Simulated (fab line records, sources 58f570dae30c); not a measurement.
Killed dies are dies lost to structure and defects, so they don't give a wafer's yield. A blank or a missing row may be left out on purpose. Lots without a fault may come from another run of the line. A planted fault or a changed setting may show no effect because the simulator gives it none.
Split-lot experiment | flow berkeley_cmos170 | 5 lots, 23 wafers read, on a route of 331 steps

THE SPLIT
At UCB170_ACTIVE_EXPOSE_10 (exposes mask ACTIVE, target cd 1200 nm), the setting dose_mj was moved away from the recipe's 20 on 7 of the 23 wafers read, by -5.2% to +3.0%. The other wafers ran this setting at the recipe's value.

FROM THE SPLIT TO THE READING: what the file shows between them, 5 steps
- UCB170_ACTIVE_PEB_11
- UCB170_ACTIVE_DEVELOP_12: develop time 45 s
- UCB170_ACTIVE_CD_MEAS_13: target cd 1200 nm
- UCB170_ACTIVE_ETCH_15: etches Si3N4 in CH3F/Ar/O2, stops on SiO2, target depth 242 nm, time 151 s
- UCB170_ACTIVE_STRIP_16: strips in O2

THE READING
cd_nm, in nm, at UCB170_ACTIVE_CD_MEAS_90 (target cd 1200 nm). Fault-free wafers of this fab line usually give 1200.5 nm, standard deviation 1.6 nm.

wafer  | tool, chamber at the split | dose_mj as run | against the recipe | cd_nm, nm | against lot-mates on the recipe
L074.1 | krf_scanner-01, 0          | 20             | recipe             | 1201.0    | -
L074.2 | krf_scanner-01, 0          | 20             | recipe             | 1200.7    | -
L074.3 | krf_scanner-01, 0          | 19.07          | -4.6%              | 1208.7    | +7.9
L074.4 | krf_scanner-01, 0          | 19.07          | -4.6%              | 1208.0    | +7.2
L074.6 | krf_scanner-01, 0          | 19.07          | -4.6%              | 1208.1    | +7.2
L080.1 | krf_scanner-02, 0          | 20             | recipe             | 1200.9    | -
L080.3 | krf_scanner-02, 0          | 20             | recipe             | 1200.4    | -
L080.4 | krf_scanner-02, 0          | 20             | recipe             | 1200.8    | -
L080.5 | krf_scanner-02, 0          | 20             | recipe             | 1199.9    | -
L080.6 | krf_scanner-02, 0          | 20             | recipe             | 1201.4    | -
L076.1 | krf_scanner-02, 0          | 20.59          | +3.0%              | 1197.7    | -4.3
L076.2 | krf_scanner-02, 0          | 20             | recipe             | 1202.7    | -
L076.4 | krf_scanner-02, 0          | 20.59          | +3.0%              | 1197.5    | -4.5
L076.5 | krf_scanner-02, 0          | 20             | recipe             | 1201.5    | -
L076.6 | krf_scanner-02, 0          | 20             | recipe             | 1201.8    | -
L075.2 | krf_scanner-02, 0          | 20             | recipe             | 1201.5    | -
L075.4 | krf_scanner-02, 0          | 20             | recipe             | 1199.5    | -
L075.5 | krf_scanner-02, 0          | 20             | recipe             | 1202.1    | -
L085.1 | krf_scanner-01, 0          | 20             | recipe             | 1203.0    | -
L085.2 | krf_scanner-01, 0          | 18.96          | -5.2%              | 1213.2    | +10.0
L085.4 | krf_scanner-01, 0          | 20             | recipe             | 1203.0    | -
L085.5 | krf_scanner-01, 0          | 18.96          | -5.2%              | 1212.3    | +9.1
L085.6 | krf_scanner-01, 0          | 20             | recipe             | 1203.5    | -

THE FIT
A straight line over all 23 wafers: cd_nm changes by -1.7 nm for each +1% of dose_mj; r = -0.95; the points scatter about the line by 1.3 nm.
The same after taking each lot's own level away (the mean of its wafers on the recipe; 23 wafers): -1.67 nm for each +1%; r = -0.99; scatter 0.66 nm.
On that fit, the largest move of dose_mj shifts the reading by 8.7 nm.
The lots' own levels span 1200.68 to 1203.17 nm, that is 1.6 times the standard deviation above.
So the lot-to-lot level changes the slope little: the two slopes agree.
Check: with one of the wafers moved furthest among these (-5.2%) left out of the fit, the line predicts +8.44 nm for it against its lot-mates. It came out at +10 nm against them.

OTHER SPLITS ON THESE WAFERS
These wafers also went through other splits before the reading. Each is held against what the fit with the lots' levels taken away leaves over:
other split on the same wafers         | wafers away from the commonest value | r with cd_nm (lot level and that fit taken away)
UCB170_NWELL_CVD_04 sih2cl2_flow_sccm  | 15                                   | +0.03
UCB170_PWELL_ETCH_14 rf_w              | 6                                    | -0.09
UCB170_ACTIVE_CVD_05 sih2cl2_flow_sccm | 18                                   | -0.30

THE WHOLE CHAIN: every reading that the file lists as answering this split, in the file's order
step                     | what it does                                                               | reading                                                       | change (the file's fit)              | r (the file's)
UCB170_ACTIVE_CD_MEAS_13 | target cd 1200 nm                                                          | cd_nm                                                         | -1.73 nm for each +1% of the setting | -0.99
UCB170_ACTIVE_ETCH_15    | etches Si3N4 in CH3F/Ar/O2, stops on SiO2, target depth 242 nm, time 151 s | ACTIVE.cd_nm (the simulator's own value, which no gauge read) | -1.71 nm for each +1% of the setting | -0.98
UCB170_ACTIVE_CD_MEAS_90 | target cd 1200 nm                                                          | cd_nm                                                         | -1.69 nm for each +1% of the setting | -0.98

THE FILE'S OWN FIT
cd_nm changes by -1.69 nm for each +1% of dose_mj, r = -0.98.
